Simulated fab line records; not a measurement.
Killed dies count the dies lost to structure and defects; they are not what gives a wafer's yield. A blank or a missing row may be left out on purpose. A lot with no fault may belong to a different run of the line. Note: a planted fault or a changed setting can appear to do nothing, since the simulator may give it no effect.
Split-lot experiment | flow berkeleyCmos170 | 23 wafers read from 5 lots, route of 331 steps

== ON THE SPLIT ==
At UCB170_M2_METAL_ETCH_18 (etches Al in Cl2/BCl3, stops on SiO2, target depth 1170 nm, time 195 s), the setting timeS was moved away from the recipe's 195 s on 7 of the 23 wafers read, by -13.2% to +11.7%. This setting was run at the recipe's value on the other wafers.

There is no step in the file separating the split from the reading.

== THE READING ==
oesProductAu, in a.u., at UCB170_M2_STRIP_19 (strips in O2). A value of 0.536 a.u. with a standard deviation of 0.013 a.u. is what fault-free wafers of this fab line usually give.

wafer  | tool, chamber at the split | timeS as run, s | against the recipe | oesProductAu, a.u. | against lot-mates on the recipe
L077.1 | rieMetal-01, 0             | 195             | recipe             | 0.554              | -
L077.2 | rieMetal-01, 1             | 217.9           | +11.7%             | 0.468              | -0.089
L077.3 | rieMetal-01, 1             | 217.9           | +11.7%             | 0.472              | -0.085
L077.4 | rieMetal-01, 0             | 195             | recipe             | 0.560              | -
L077.6 | rieMetal-01, 0             | 217.9           | +11.7%             | 0.481              | -0.076
L075.2 | rieMetal-04, 0             | 181.9           | -6.7%              | 0.594              | +0.058
L075.3 | rieMetal-04, 0             | 195             | recipe             | 0.550              | -
L075.4 | rieMetal-04, 1             | 181.9           | -6.7%              | 0.566              | +0.030
L075.5 | rieMetal-04, 1             | 195             | recipe             | 0.516              | -
L075.6 | rieMetal-04, 0             | 195             | recipe             | 0.541              | -
L078.1 | rieMetal-01, 0             | 195             | recipe             | 0.545              | -
L078.2 | rieMetal-01, 1             | 169.2           | -13.2%             | 0.627              | +0.080
L078.3 | rieMetal-01, 0             | 195             | recipe             | 0.551              | -
L078.4 | rieMetal-01, 1             | 195             | recipe             | 0.545              | -
L078.5 | rieMetal-01, 0             | 169.2           | -13.2%             | 0.634              | +0.087
L081.3 | rieMetal-01, 1             | 195             | recipe             | 0.536              | -
L081.5 | rieMetal-01, 1             | 195             | recipe             | 0.544              | -
L081.6 | rieMetal-01, 0             | 195             | recipe             | 0.544              | -
L085.1 | rieMetal-03, 0             | 195             | recipe             | 0.518              | -
L085.2 | rieMetal-03, 1             | 195             | recipe             | 0.521              | -
L085.3 | rieMetal-03, 0             | 195             | recipe             | 0.524              | -
L085.5 | rieMetal-03, 1             | 195             | recipe             | 0.535              | -
L085.6 | rieMetal-03, 0             | 195             | recipe             | 0.526              | -

FIT RESULTS
A straight line over all 23 wafers: oesProductAu changes by -0.00617 a.u. for each +1% of timeS; r = -0.95; the points scatter about the line by 0.013 a.u.
The same after taking each lot's own level away (the mean of its wafers on the recipe; 23 wafers): -0.00673 a.u. for each +1%; r = -0.98; scatter 0.0084 a.u.
That fit puts the effect of the largest move of timeS on the reading at 0.089 a.u.
Across the lots, their own levels run from 0.5248 to 0.5570 a.u., a range of 2.5 times the standard deviation given above.
Consequently the slope shifts little with the lot-to-lot level, the two slopes agreeing.
Check: for one of the wafers moved furthest among these (-13.2%), held out of the fit, the line's prediction against its lot-mates is +0.0904 a.u. It came out at +0.08 a.u. against them.

== FURTHER SPLITS ON THESE WAFERS ==
Before the reading, these wafers also passed through other splits. Each is held against what the fit with the lots' levels taken away leaves over:
other split on the same wafers     | wafers away from the commonest value | r with oesProductAu (lot level and that fit taken away)
UCB170_BACKSIDE_HMDS_00 primeTimeS | 4                                    | +0.20
UCB170_SILICIDE_SPUTTER_01 powerW  | 10                                   | -0.06
UCB170_M1_SPUTTER_00 powerW        | 8                                    | +0.21
UCB170_V1_COAT_07 resistThkNm      | 9                                    | +0.52

== THE WHOLE CHAIN: every reading that the file lists as answering this split, in the file's order ==
step                    | what it does                                                           | reading                                                                  | change (the file's fit)                   | r (the file's)
UCB170_M2_METAL_ETCH_18 | etches Al in Cl2/BCl3, stops on SiO2, target depth 1170 nm, time 195 s | KrF_of_M2_COAT_10.thkNm (the simulator's own value, which no gauge read) | -6.66 nm for each +1% of the setting      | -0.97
UCB170_M2_METAL_ETCH_18 | etches Al in Cl2/BCl3, stops on SiO2, target depth 1170 nm, time 195 s | SiO2_of_V1_CVD_00.thkNm (the simulator's own value, which no gauge read) | -0.611 nm for each +1% of the setting     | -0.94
UCB170_M2_STRIP_19      | strips in O2                                                           | oesProductAu                                                             | -0.00666 a.u. for each +1% of the setting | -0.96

== THE FILE'S OWN FIT ==
oesProductAu changes by -0.00666 a.u. for each +1% of timeS, r = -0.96.
